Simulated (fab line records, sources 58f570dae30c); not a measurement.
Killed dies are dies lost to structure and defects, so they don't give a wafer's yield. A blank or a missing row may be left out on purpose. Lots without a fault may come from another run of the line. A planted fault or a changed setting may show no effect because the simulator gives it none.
Chamber matching | flow berkeley_cmos170 | UCB170_V1_CMP_02 on cmp-01: 4 sister chambers
The step polishes SiO2. 4 wafers are shown with their chamber, then 7 later ones without.

WAFERS WITH THEIR CHAMBER
wafer  | chamber | motor_current_A (A)
L405.2 | 0       | 14.7
L407.3 | 2       | 15.0
L408.1 | 3       | 17.9
L408.3 | 1       | 18.6

WAFERS WITHOUT THEIR CHAMBER
wafer  | motor_current_A (A)
L408.5 | 15.1
L409.1 | 18.5
L409.4 | 18.4
L409.5 | 15.1
L410.2 | 14.1
L410.5 | 15.1
L410.6 | 17.5

WHICH CHAMBER EACH WENT THROUGH
wafer  | from the rows above     | in truth
L408.5 | can't be placed: 2 or 0 | 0
L409.1 | can't be placed: 1 or 3 | 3
L409.4 | can't be placed: 1 or 3 | 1
L409.5 | can't be placed: 2 or 0 | 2
L410.2 | can't be placed: 0 or 2 | 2
L410.5 | can't be placed: 2 or 0 | 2
L410.6 | 3                       | 3
Placed correctly: 1 of 7. Can't be placed from these rows: 6 (the true chamber is among the candidates in 6). Placed wrongly: 0.
How it was worked out, from the rows above alone: a wafer's distance from a chamber is the root of the sum, over the readings, of the square of ((its reading less the chamber's mean) divided by the reading's scatter). The wafer belongs to the nearest chamber; if the next one is less than 2 further off, it can't be placed. A chamber's mean is the mean of its shown wafers. The scatter: with one shown wafer a chamber, the root of the mean of the squares of how far each hidden wafer lies from its nearest shown one.
